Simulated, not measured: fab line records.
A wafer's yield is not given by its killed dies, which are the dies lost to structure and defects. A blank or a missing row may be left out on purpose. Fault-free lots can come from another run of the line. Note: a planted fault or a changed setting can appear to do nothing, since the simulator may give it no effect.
fab line records    flow rit-cmos
[record] lots = 15  wafers = 45  last-day = 8
route steps=202 shown NLDD@112 SILICIDE@163 M1@196
lots untouched by any fault: they come from a run of this same line in which no faults occurred
start-h: start of the lot's first displayed wafer, in hours after the record's first day    wait-h: time in hours since the lot's previous step    " repeats the value in the row above    L1.1+2: several wafers, shown together as one row    - value missing, or start not given    * or withheld: withheld    < > ~ a bound
route shown NAME@n: a module of which the file shows steps, and the number in the route of the first    usual: mean/standard deviation of fault-free wafers    same: alike in all rows    chamber/n: place in a boat    sites: readings site by site    _std_site: the values' standard deviation    _edge_site: mean of outer sites minus mean of inner sites    radius-mm: for every site, how far away it sits from the centre of the wafer    mask NAME#n: copy n    behind: the tool/chamber that last shaped the wafer    hold: cause of the lot's hold/its duration in hours/its outcome    device: transistor that didn't switch, given as n, p or np    end of line: the same wafers' tests at the end of the route    step lacking rows: just its recipe    killed: dies that structure and defects cost at the first sort, which is not the same as the wafer's yield    map: per-die view of a wafer (x killed, . not killed, _ where there is no die)
set.NAME: the run value of the setting; set.NAME@STEP: its run value at that earlier step    model.NAME: the simulator's own value behind a step, which no gauge read
a sample of lots followed through the steps of the route, with each step as a table and each wafer as a row
services: the hour from which a tool's chamber was out of use, counted from the record's first day as start-h (under 0 if before that day), plus the number of hours and why
[[steps]]
[step RIT_NLDD_STRIP_09]
[recipe] chemistry = O2  time-s = 180  resist = NOVOLAK  platen-temp-c = withheld  power-w = 500  pressure-mtorr = 4000  o2-flow-sccm = 4000
[usual] chamber-pressure-mTorr = 4000/3.8  drypump-motor-current-A = 5.73/0.3
lot.wafer  tool             chamber  start-h  wait-h  chamber-pressure-mTorr  drypump-motor-current-A  rf-hours-counter-h
L800.3     plasma-asher-04  0        46.37    0.1     4003                    5.44                     -
L800.4     "                1        "        "       4006                    5.62                     -
L800.6     "                0        "        "       3999                    5.45                     -
L802.1     plasma-asher-04  0        57.16    0.1     3999                    5.44                     40
L802.3     "                1        "        "       3997                    5.61                     -
L802.6     "                0        "        "       3999                    5.44                     -
L803.1     plasma-asher-02  0        60.33    0.1     3999                    6.14                     42
L803.3     "                0        "        "       3998                    6.13                     -
L803.6     "                0        "        "       4008                    6.14                     -
L804.1     plasma-asher-02  0        72.54    0.1     3997                    6.17                     43
L804.5     "                0        "        "       3996                    6.16                     -
L804.6     "                1        "        "       4004                    5.90                     -
L805.1     plasma-asher-04  1        76.61    0.1     3998                    5.64                     41
L805.2     "                0        "        "       4003                    5.41                     41
L805.4     "                1        "        "       4005                    5.65                     -
L806.2     plasma-asher-02  0        79.05    0.1     4011                    6.18                     44
L806.4     "                1        "        "       4003                    5.91                     -
L806.6     "                0        "        "       4002                    6.15                     -
L808.3     plasma-asher-04  0        91.98    0.1     3997                    5.44                     -
L808.4     "                1        "        "       3998                    5.62                     -
L808.5     "                1        "        "       4000                    5.59                     -
L810.1     plasma-asher-03  0        99.09    0.1     4003                    5.98                     32
L810.3     "                1        "        "       3999                    5.33                     -
L810.6     "                1        "        "       4000                    5.32                     -
L811.2     plasma-asher-03  0        103.08   0.1     4006                    6.03                     32
L811.3     "                1        "        "       4000                    5.31                     -
L811.6     "                0        "        "       3996                    6.02                     -
L814.2     plasma-asher-02  0        116.59   0.1     4000                    6.16                     48
L814.3     "                0        "        "       4009                    6.20                     -
L814.5     "                0        "        "       3994                    6.18                     -
L816.2     plasma-asher-03  1        127.20   0.1     3997                    5.31                     35
L816.4     "                1        "        "       4004                    5.32                     -
L816.6     "                1        "        "       4001                    5.32                     -
L818.1     plasma-asher-04  0        138.22   0.1     3994                    5.43                     48
L818.4     "                1        "        "       4001                    5.62                     -
L818.5     "                0        "        "       3997                    5.43                     -
L820.1     plasma-asher-02  1        149.43   0.1     3999                    5.89                     52
L820.2     "                0        "        "       3998                    6.15                     52
L820.6     "                1        "        "       4003                    5.89                     -
L822.1     plasma-asher-04  1        163.02   0.1     4001                    5.63                     50
L822.2     "                0        "        "       4002                    5.43                     50
L822.4     "                1        "        "       4000                    5.60                     -
L823.1     plasma-asher-03  0        165.74   0.1     3998                    5.97                     39
L823.2     "                1        "        "       4003                    5.33                     39
L823.6     "                0        "        "       4001                    5.97                     -
[step RIT_SILICIDE_RS_MEAS_02]
[recipe] thk-meas-gauge = four-point-probe  reads = Ti_of_SILICIDE_SPUTTER_01
[usual] SILICIDE_TI_RS = 47.7/0.43
lot.wafer  tool           chamber  start-h  wait-h  SILICIDE_TI_RS[ohm/sq]
L800.3     film-metro-04  -        55.03    0.1     47.7
L800.4     "              -        "        "       48.2
L800.6     "              -        "        "       47.7
L802.1     film-metro-02  -        67.31    0.1     47.5
L802.3     "              -        "        "       47.3
L802.6     "              -        "        "       47.5
L803.1     film-metro-03  -        68.88    0.1     48.1
L803.3     "              -        "        "       47.6
L803.6     "              -        "        "       48.2
L804.1     film-metro-03  -        82.13    0.1     47.1
L804.5     "              -        "        "       47.3
L804.6     "              -        "        "       47.7
L805.1     film-metro-04  -        87.92    0.1     47.1
L805.2     "              -        "        "       47.7
L805.4     "              -        "        "       48.0
L806.2     film-metro-03  -        88.05    0.1     47.8
L806.4     "              -        "        "       47.4
L806.6     "              -        "        "       47.5
L808.3     film-metro-04  -        101.32   0.1     47.5
L808.4     "              -        "        "       47.8
L808.5     "              -        "        "       47.3
L810.1     film-metro-03  -        107.53   0.1     47.9
L810.3     "              -        "        "       48.3
L810.6     "              -        "        "       48.4
L811.2     film-metro-04  -        111.84   0.1     47.9
L811.3     "              -        "        "       47.5
L811.6     "              -        "        "       47.4
L814.2     film-metro-02  -        124.99   0.1     46.8
L814.3     "              -        "        "       47.3
L814.5     "              -        "        "       47.4
L816.2     film-metro-04  -        135.50   0.1     48.3
L816.4     "              -        "        "       49.0
L816.6     "              -        "        "       48.5
L818.1     film-metro-03  -        146.62   0.1     48.0
L818.4     "              -        "        "       48.0
L818.5     "              -        "        "       48.3
L820.1     film-metro-03  -        157.97   0.1     47.3
L820.2     "              -        "        "       47.7
L820.6     "              -        "        "       47.8
L822.1     film-metro-04  -        171.34   0.1     48.5
L822.2     "              -        "        "       48.1
L822.4     "              -        "        "       49.0
L823.1     film-metro-02  -        174.91   0.1     47.5
L823.2     "              -        "        "       47.3
L823.6     "              -        "        "       47.2
[step RIT_SILICIDE_THK_MEAS_03]
[recipe] thk-meas-gauge = xrf  reads = Ti_of_SILICIDE_SPUTTER_01
[usual] SILICIDE_TI_THK = 30.5/0.32
lot.wafer  tool           chamber  start-h  wait-h  SILICIDE_TI_THK[nm]
L800.3     film-metro-04  -        55.13    0.1     30.6
L800.4     "              -        "        "       30.3
L800.6     "              -        "        "       30.6
L802.1     film-metro-02  -        67.43    0.1     30.6
L802.3     "              -        "        "       30.8
L802.6     "              -        "        "       30.7
L803.1     film-metro-03  -        69.00    0.1     30.2
L803.3     "              -        "        "       30.3
L803.6     "              -        "        "       30.1
L804.1     film-metro-03  -        82.25    0.1     30.6
L804.5     "              -        "        "       30.7
L804.6     "              -        "        "       30.3
L805.1     film-metro-04  -        88.04    0.1     31.2
L805.2     "              -        "        "       30.7
L805.4     "              -        "        "       30.6
L806.2     film-metro-03  -        88.16    0.1     30.3
L806.4     "              -        "        "       30.6
L806.6     "              -        "        "       30.4
L808.3     film-metro-04  -        101.42   0.1     30.9
L808.4     "              -        "        "       30.9
L808.5     "              -        "        "       31.0
L810.1     film-metro-03  -        107.65   0.1     30.3
L810.3     "              -        "        "       30.0
L810.6     "              -        "        "       29.9
L811.2     film-metro-04  -        111.95   0.1     30.9
L811.3     "              -        "        "       31.0
L811.6     "              -        "        "       31.0
L814.2     film-metro-02  -        125.10   0.1     30.8
L814.3     "              -        "        "       30.5
L814.5     "              -        "        "       30.6
L816.2     film-metro-04  -        135.61   0.1     30.3
L816.4     "              -        "        "       30.1
L816.6     "              -        "        "       30.2
L818.1     film-metro-03  -        146.74   0.1     30.1
L818.4     "              -        "        "       30.1
L818.5     "              -        "        "       30.0
L820.1     film-metro-03  -        158.09   0.1     30.4
L820.2     "              -        "        "       30.3
L820.6     "              -        "        "       30.2
L822.1     film-metro-04  -        171.46   0.1     30.2
L822.2     "              -        "        "       30.5
L822.4     "              -        "        "       29.7
L823.1     film-metro-02  -        175.03   0.1     30.5
L823.2     "              -        "        "       30.4
L823.6     "              -        "        "       30.6
[step RIT_M1_METAL_ETCH_12]
[recipe] stop-on = SiO2  chemistry = Cl2/BCl3  target = Al  time-s = 165  over-etch-frac = 0.5  pressure-mtorr = 100  target-depth-a = 6000  rf-w = 250  Cl2_flow_sccm = 60  bcl3-flow-sccm = 50
[usual] chamber-pressure-mTorr = 100.00/0.09  drypump-motor-current-A = 5.9/0.47  he-backside-leak-sccm = 3.27/0.21  oes-product-au = 0.774/0.011  throttle-valve-pct = 8.24/0.14
lot.wafer  tool          chamber  start-h  wait-h  chamber-pressure-mTorr  drypump-motor-current-A  he-backside-leak-sccm  oes-product-au  rf-hours-counter-h  throttle-valve-pct
L800.3     rie-metal-04  1        59.41    0.2     100.04                  5.4                      3.18                   0.784           -                   8.04
L800.4     "             0        "        "       100.19                  6.2                      3.44                   0.767           -                   8.16
L800.6     "             1        "        "       100.04                  5.3                      3.17                   0.770           -                   8.05
L802.1     rie-metal-02  1        71.84    0.2     100.02                  6.2                      2.86                   0.773           2                   8.14
L802.3     "             0        "        "       99.83                   5.3                      3.17                   0.780           -                   8.39
L802.6     "             1        "        "       99.91                   6.2                      2.88                   0.778           -                   8.14
L803.1     rie-metal-04  0        73.72    0.2     99.95                   6.2                      3.49                   0.758           1                   8.15
L803.3     "             1        "        "       100.02                  5.3                      3.15                   0.767           -                   8.04
L803.6     "             0        "        "       100.04                  6.2                      3.39                   0.762           -                   8.17
L804.1     rie-metal-01  0        87.21    0.2     99.88                   5.9                      3.55                   0.779           37                  8.42
L804.5     "             0        "        "       99.88                   5.9                      3.58                   0.783           -                   8.41
L804.6     "             0        "        "       100.07                  5.9                      3.68                   0.771           -                   8.41
L805.1     rie-metal-02  1        92.30    0.2     100.05                  6.2                      2.98                   0.773           3                   8.13
L805.2     "             0        "        "       99.97                   5.3                      3.21                   0.772           3                   8.40
L805.4     "             1        "        "       99.97                   6.2                      3.11                   0.776           -                   8.15
L806.2     rie-metal-04  0        92.96    0.2     99.91                   6.3                      3.59                   0.765           1                   8.15
L806.4     "             1        "        "       99.92                   5.3                      3.16                   0.755           -                   8.05
L806.6     "             0        "        "       99.90                   6.3                      3.49                   0.758           -                   8.17
L808.3     rie-metal-02  0        106.05   0.2     99.99                   5.3                      3.04                   0.777           -                   8.39
L808.4     "             1        "        "       100.00                  6.2                      3.01                   0.769           -                   8.15
L808.5     "             0        "        "       100.10                  5.3                      3.01                   0.777           -                   8.39
L810.1     rie-metal-04  1        112.75   0.2     99.99                   5.4                      3.14                   0.766           1                   8.04
L810.3     "             1        "        "       100.12                  5.4                      3.12                   0.776           -                   8.05
L810.6     "             0        "        "       99.91                   6.3                      3.46                   0.761           -                   8.17
L811.2     rie-metal-02  0        116.35   0.2     100.05                  5.3                      3.20                   0.774           3                   8.39
L811.3     "             0        "        "       100.14                  5.3                      3.15                   0.768           -                   8.38
L811.6     "             1        "        "       99.88                   6.2                      3.08                   0.771           -                   8.15
L814.2     rie-metal-02  0        129.46   0.2     80.04                   5.3                      3.03                   0.774           3                   8.40
L814.3     "             0        "        "       79.93                   5.3                      3.06                   0.781           -                   8.39
L814.5     "             1        "        "       99.98                   6.2                      2.96                   0.771           -                   8.15
L816.2     rie-metal-02  1        140.00   0.2     99.86                   6.2                      3.28                   0.780           3                   8.13
L816.4     "             0        "        "       79.93                   5.3                      3.15                   0.778           -                   8.42
L816.6     "             1        "        "       99.95                   6.2                      3.08                   0.771           -                   8.15
L818.1     rie-metal-02  1        151.09   0.2     100.00                  6.2                      2.95                   0.764           3                   8.16
L818.4     "             0        "        "       80.03                   5.3                      3.21                   0.780           -                   8.39
L818.5     "             1        "        "       99.92                   6.2                      3.21                   0.781           -                   8.15
L820.1     rie-metal-04  1        162.57   0.2     99.91                   5.4                      3.18                   0.766           2                   8.05
L820.2     "             0        "        "       99.93                   6.3                      3.53                   0.776           2                   8.15
L820.6     "             1        "        "       100.13                  5.3                      3.19                   0.781           -                   8.06
L822.1     rie-metal-01  0        176.06   0.2     100.06                  6.0                      3.44                   0.781           0                   8.41
L822.2     "             1        "        "       100.09                  6.7                      3.21                   0.755           0                   8.30
L822.4     "             1        "        "       99.95                   6.7                      3.25                   0.758           -                   8.30
L823.1     rie-metal-04  1        179.80   0.2     99.72                   5.4                      3.18                   0.769           2                   8.03
L823.2     "             1        "        "       100.02                  5.3                      3.21                   0.762           -                   8.05
L823.6     "             1        "        "       99.91                   5.3                      3.18                   0.767           -                   8.05
[step RIT_M1_PROBE_99]
[usual] defect-limited-yield = 97.5/1.2  killed_at_M0_to_M3 = 0.0/0.12  killed-at-contacts = 0.1/0.32  killed-at-front-end = 6/3.1  killed-dies = 7/3.2  killed-open = 3.1/1.9  killed-short = 3.5/2.2  sort_bin_3_pad_short = 0.2/0.24  sort_bin_5_function = 1.5/0.86  sort_bin_6_memory = 0.9/0.59  sort-n-pass = 257/3.2  sort-yield-pct = 97.5/1.2
[same] gross-dies = 264  killed_at_M4_up = 0  killed-at-back-side = 0  killed-at-other = 0
lot.wafer  tool       chamber  start-h  wait-h  defect-limited-yield[%]  killed_at_M0_to_M3  killed-at-contacts  killed-at-front-end  killed-dies  killed-open  killed-short  sort_bin_3_pad_short[%]  sort_bin_5_function[%]  sort_bin_6_memory[%]  sort-n-pass  sort-yield-pct[%]
L800.3     prober-01  -        61.72    0.2     97.0                     0                   0                   8                    8            4            4             0.4                      1.1                     1.5                   256          97.0
L800.4     prober-01  -        61.77    0.2     97.3                     0                   0                   7                    7            3            4             0                        0.4                     2.3                   257          97.3
L800.6     prober-01  -        61.87    0.2     97.0                     0                   0                   8                    8            3            5             0                        2.3                     0.8                   256          97.0
L802.1     prober-01  -        74.09    0.1     97.3                     0                   0                   7                    7            2            5             0                        2.3                     0.4                   257          97.3
L802.3     prober-01  -        74.19    0.2     100.0                    0                   0                   0                    0            0            0             0                        0                       0                     264          100.0
L802.6     prober-01  -        74.34    0.2     99.2                     0                   0                   2                    2            1            1             0                        0.8                     0                     262          99.2
L803.1     prober-01  -        75.97    0.1     98.1                     0                   0                   5                    5            2            3             0                        1.1                     0.8                   259          98.1
L803.3     prober-01  -        76.07    0.2     98.5                     0                   0                   4                    4            2            2             0                        1.5                     0                     260          98.5
L803.6     prober-01  -        76.22    0.2     99.2                     0                   1                   1                    2            2            0             0                        0.8                     0                     262          99.2
L804.1     prober-02  -        89.63    0.1     99.2                     0                   0                   2                    2            2            0             0                        0.8                     0                     262          99.2
L804.5     prober-02  -        89.83    0.2     95.8                     0                   1                   10                   11           4            7             0.4                      1.9                     1.9                   253          95.8
L804.6     prober-02  -        89.88    0.2     98.5                     0                   0                   4                    4            1            3             0.4                      0.8                     0.4                   260          98.5
L805.1     prober-01  -        94.56    0.1     97.3                     0                   0                   7                    7            5            2             0                        2.3                     0.4                   257          97.3
L805.2     prober-01  -        94.61    0.1     98.1                     0                   0                   5                    5            4            1             0                        0.8                     1.1                   259          98.1
L805.4     prober-01  -        94.71    0.2     98.9                     0                   0                   3                    3            0            3             0                        0.4                     0.8                   261          98.9
L806.2     prober-02  -        96.11    0.1     98.5                     0                   0                   4                    4            3            1             0                        0.8                     0.8                   260          98.5
L806.4     prober-02  -        96.21    0.2     97.0                     0                   0                   8                    8            5            3             0                        2.3                     0.8                   256          97.0
L806.6     prober-02  -        96.31    0.2     99.2                     0                   0                   2                    2            1            1             0                        0.4                     0.4                   262          99.2
L808.3     prober-02  -        108.38   0.2     95.5                     0                   1                   11                   12           9            3             0                        2.7                     1.9                   252          95.5
L808.4     prober-02  -        108.43   0.2     96.2                     0                   0                   10                   10           6            4             0.4                      2.7                     0.8                   254          96.2
L808.5     prober-02  -        108.48   0.2     94.7                     0                   0                   14                   14           6            8             1.1                      2.7                     1.5                   250          94.7
L810.1     prober-01  -        115.24   0.1     97.0                     0                   0                   8                    8            5            3             0                        2.7                     0.4                   256          97.0
L810.3     prober-01  -        115.34   0.2     97.0                     0                   0                   8                    8            4            4             0                        2.3                     0.8                   256          97.0
L810.6     prober-01  -        115.49   0.2     98.9                     0                   0                   3                    3            2            1             0                        1.1                     0                     261          98.9
L811.2     prober-01  -        118.86   0.1     98.5                     0                   0                   4                    4            1            3             0.4                      0.4                     0.8                   260          98.5
L811.3     prober-01  -        118.91   0.2     97.7                     0                   0                   6                    6            4            2             0                        1.5                     0.8                   258          97.7
L811.6     prober-01  -        119.06   0.2     95.1                     0                   0                   13                   13           5            8             0.4                      3.0                     1.5                   251          95.1
L814.2     prober-02  -        131.76   0.1     96.2                     0                   0                   10                   10           1            9             0.4                      1.9                     1.5                   254          96.2
L814.3     prober-02  -        131.81   0.2     99.6                     0                   0                   1                    1            1            0             0                        0                       0.4                   263          99.6
L814.5     prober-02  -        131.91   0.2     98.5                     0                   0                   4                    4            2            2             0.4                      0.4                     0.8                   260          98.5
L816.2     prober-02  -        142.30   0.1     96.6                     0                   0                   9                    9            4            5             0                        1.9                     1.5                   255          96.6
L816.4     prober-02  -        142.40   0.2     98.5                     0                   0                   4                    4            3            1             0                        0                       1.5                   260          98.5
L816.6     prober-02  -        142.50   0.2     98.1                     0                   1                   4                    5            1            4             0                        1.5                     0.4                   259          98.1
L818.1     prober-02  -        153.35   0.1     98.9                     0                   0                   3                    3            2            1             0                        0.8                     0.4                   261          98.9
L818.4     prober-02  -        153.50   0.2     98.9                     0                   0                   3                    3            1            2             0                        1.1                     0                     261          98.9
L818.5     prober-02  -        153.55   0.2     97.7                     0                   0                   6                    6            4            2             0                        1.5                     0.8                   258          97.7
L820.1     prober-02  -        164.82   0.1     96.6                     0                   0                   9                    9            5            4             0                        1.9                     1.5                   255          96.6
L820.2     prober-02  -        164.87   0.1     95.8                     0                   1                   10                   11           6            5             0.4                      1.9                     1.9                   253          95.8
L820.6     prober-02  -        165.07   0.2     96.2                     0                   0                   10                   10           3            7             0.8                      1.1                     1.9                   254          96.2
L822.1     prober-01  -        178.33   0.1     97.3                     0                   0                   7                    7            2            5             0                        1.9                     0.8                   257          97.3
L822.2     prober-01  -        178.38   0.1     96.2                     0                   0                   10                   10           5            5             0                        2.3                     1.5                   254          96.2
L822.4     prober-01  -        178.48   0.2     98.9                     0                   0                   3                    3            1            2             0                        0.8                     0.4                   261          98.9
L823.1     prober-02  -        182.21   0.1     97.7                     0                   0                   6                    6            5            1             0.4                      1.5                     0.4                   258          97.7
L823.2     prober-02  -        182.26   0.1     96.2                     1                   1                   8                    10           3            6             0                        2.3                     1.5                   254          96.2
L823.6     prober-02  -        182.46   0.2     97.7                     0                   0                   6                    6            1            4             0.4                      1.9                     0                     258          97.7
// killed by level:class
L800.3 GATE:geometric-particle:open=3 GATE:geometric-particle:short=2 SILICIDE:geometric-particle:short=2 FOX1:geometric-particle:open=1
L800.4 GATE:geometric-particle:short=4 GATE:geometric-particle:open=3
L800.6 GATE:geometric-particle:short=4 REOX:geometric-particle:open=2 GATE:geometric-particle:open=1 REOX:geometric-particle:short=1
L802.1 GATE:geometric-particle:short=3 REOX:geometric-particle:short=2 FOX1:geometric-particle:open=1 GATE:geometric-particle:open=1
L802.3
L802.6 REOX:geometric-particle:open=1 SILICIDE:geometric-particle:short=1
L803.1 GATE:geometric-particle:short=2 GATE:geometric-particle:open=1 REOX:geometric-particle:open=1 SPACER:geometric-particle:short=1
L803.3 GATE:geometric-particle:open=1 GATE:geometric-particle:short=1 REOX:geometric-particle:open=1 SPACER:geometric-particle:short=1
L803.6 REOX:geometric-particle:open=1 CONTACT:geometric-particle:open=1
L804.1 FOX2:geometric-particle:open=1 GATE:geometric-particle:open=1
L804.5 FOX1:geometric-particle:open=2 FOX1:geometric-particle:short=2 SPACER:geometric-particle:short=2 FOX2:geometric-particle:open=1 GATE:geometric-particle:short=1 SPACER:geometric-particle:open=1 SILICIDE:geometric-particle:short=1 CONTACT:geometric-particle:short=1
L804.6 GATE:geometric-particle:short=2 SPACER:geometric-particle:open=1 SILICIDE:geometric-particle:short=1
L805.1 REOX:geometric-particle:open=4 GATE:geometric-particle:short=1 SPACER:geometric-particle:short=1 SPACER:geometric-particle:open=1
L805.2 REOX:geometric-particle:open=3 GATE:geometric-particle:open=1 REOX:geometric-particle:short=1
L805.4 FOX1:geometric-particle:short=1 GATE:geometric-particle:short=1 REOX:geometric-particle:short=1
L806.2 FOX1:geometric-particle:open=2 GATE:geometric-particle:open=1 SPACER:geometric-particle:short=1
L806.4 FOX1:geometric-particle:open=2 GATE:geometric-particle:open=2 FOX1:geometric-particle:short=1 GATE:geometric-particle:short=1 REOX:geometric-particle:open=1 SILICIDE:geometric-particle:short=1
L806.6 GATE:geometric-particle:short=1 SPACER:geometric-particle:open=1
L808.3 SPACER:geometric-particle:open=3 FOX1:geometric-particle:open=2 FOX2:geometric-particle:open=2 FOX1:geometric-particle:short=1 GATE:geometric-particle:open=1 REOX:geometric-particle:short=1 SILICIDE:geometric-particle:short=1 CONTACT:geometric-particle:open=1
L808.4 GATE:geometric-particle:short=4 GATE:geometric-particle:open=3 SPACER:geometric-particle:open=2 SILICIDE:geometric-particle:open=1
L808.5 FOX1:geometric-particle:short=2 FOX1:geometric-particle:open=2 GATE:geometric-particle:open=2 GATE:geometric-particle:short=2 SPACER:geometric-particle:short=2 SILICIDE:geometric-particle:short=2 FOX2:geometric-particle:open=1 SPACER:geometric-particle:open=1
L810.1 GATE:geometric-particle:short=3 FOX2:geometric-particle:open=2 GATE:geometric-particle:open=2 FOX1:geometric-particle:open=1
L810.3 FOX1:geometric-particle:open=2 GATE:geometric-particle:short=2 FOX1:geometric-particle:short=1 FOX2:geometric-particle:short=1 REOX:geometric-particle:open=1 SPACER:geometric-particle:open=1
L810.6 GATE:geometric-particle:open=1 REOX:geometric-particle:open=1 SPACER:geometric-particle:short=1
L811.2 FOX1:geometric-particle:short=1 GATE:geometric-particle:short=1 SILICIDE:geometric-particle:short=1 SILICIDE:geometric-particle:open=1
L811.3 SILICIDE:geometric-particle:open=2 FOX2:geometric-particle:short=1 GATE:geometric-particle:short=1 GATE:geometric-particle:open=1 SPACER:geometric-particle:open=1
L811.6 GATE:geometric-particle:open=3 FOX2:geometric-particle:short=2 GATE:geometric-particle:short=2 REOX:geometric-particle:short=2 REOX:geometric-particle:open=2 FOX1:geometric-particle:short=1 SILICIDE:geometric-particle:short=1
L814.2 REOX:geometric-particle:short=4 GATE:geometric-particle:short=3 FOX1:geometric-particle:short=1 FOX2:geometric-particle:open=1 SILICIDE:geometric-particle:short=1
L814.3 REOX:geometric-particle:open=1
L814.5 GATE:geometric-particle:short=2 SPACER:geometric-particle:open=1 SILICIDE:geometric-particle:open=1
L816.2 GATE:geometric-particle:short=4 SILICIDE:geometric-particle:open=2 FOX1:geometric-particle:open=1 SPACER:geometric-particle:open=1 SILICIDE:geometric-particle:short=1
L816.4 FOX1:geometric-particle:short=1 FOX2:geometric-particle:open=1 GATE:geometric-particle:open=1 SILICIDE:geometric-particle:open=1
L816.6 FOX2:geometric-particle:short=2 GATE:geometric-particle:open=1 CONTACT:geometric-particle:short=1 STARTING-WAFER:geometric-particle:short=1
L818.1 FOX1:geometric-particle:short=1 FOX1:geometric-particle:open=1 REOX:geometric-particle:open=1
L818.4 GATE:geometric-particle:short=2 GATE:geometric-particle:open=1
L818.5 SPACER:geometric-particle:open=2 FOX1:geometric-particle:short=1 FOX1:geometric-particle:open=1 GATE:geometric-particle:short=1 GATE:geometric-particle:open=1
L820.1 GATE:geometric-particle:short=2 GATE:geometric-particle:open=2 SPACER:geometric-particle:open=2 FOX1:geometric-particle:short=1 FOX1:geometric-particle:open=1 SILICIDE:geometric-particle:short=1
L820.2 GATE:geometric-particle:open=3 SPACER:geometric-particle:short=2 SILICIDE:geometric-particle:short=2 FOX1:geometric-particle:open=1 GATE:geometric-particle:short=1 SILICIDE:geometric-particle:open=1 CONTACT:geometric-particle:open=1
L820.6 GATE:geometric-particle:short=4 GATE:geometric-particle:open=1 REOX:geometric-particle:short=1 REOX:geometric-particle:open=1 SPACER:geometric-particle:short=1 SPACER:geometric-particle:open=1 SILICIDE:geometric-particle:short=1
L822.1 SILICIDE:geometric-particle:short=3 REOX:geometric-particle:short=2 GATE:geometric-particle:open=1 SILICIDE:geometric-particle:open=1
L822.2 GATE:geometric-particle:short=5 GATE:geometric-particle:open=3 REOX:geometric-particle:open=1 SPACER:geometric-particle:open=1
L822.4 GATE:geometric-particle:short=2 SPACER:geometric-particle:open=1
L823.1 GATE:geometric-particle:open=4 SILICIDE:geometric-particle:short=1 SILICIDE:geometric-particle:open=1
L823.2 SPACER:geometric-particle:short=3 FOX1:geometric-particle:short=1 FOX2:geometric-particle:short=1 SPACER:geometric-particle:open=1 SILICIDE:geometric-particle:short=1 SILICIDE:geometric-particle:open=1 CONTACT:geometric-particle:open=1 M1:coat-microbubble-printed=1
L823.6 GATE:geometric-particle:short=2 REOX:geometric-particle:short=1 SPACER:geometric-particle:short=1 SILICIDE:geometric-particle:open=1 NLDD:coat-microbubble-printed=1
[[services]]
tool             chamber  start-h  hours  kind
plasma-asher-04  -        49.04    2.8    pm
plasma-asher-04  -        85.90    2.0    repair
rie-metal-01     1        86.08    21.7   repair
rie-metal-02     1        86.76    3.3    repair
plasma-asher-04  -        89.52    2.1    repair
rie-metal-01     -        136.12   20.0   pm
rie-metal-01     0        136.12   20.0   vent-cycle
rie-metal-01     1        136.12   20.0   vent-cycle
rie-metal-01     0        156.12   -      clean
rie-metal-01     1        156.12   -      clean
plasma-asher-03  -        173.98   4.1    repair
[[key]]
[first-sign] step = RIT_M1_METAL_ETCH_12  reading = chamber-pressure-mTorr  direction = down  sigmas = 99+  usual = 100.00  struck = 79.98
effect none on later readings
met-at RIT_M1_METAL_ETCH_12
struck-lots L814,L816,L818
struck-wafers L814.2,L814.3,L816.4,L818.4
not-acting-at RIT_NLDD_STRIP_09,RIT_SILICIDE_RS_MEAS_02,RIT_SILICIDE_THK_MEAS_03
onset-between 116.35 129.46
[fault] kind = process-parameter-drift  tool = rie-metal-02  chamber = 0  onset-h = 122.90  steps = RIT_M1_METAL_ETCH_12  channel = pressure-mtorr  offset = -20  shape = step  end-h = 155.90  stated = 100
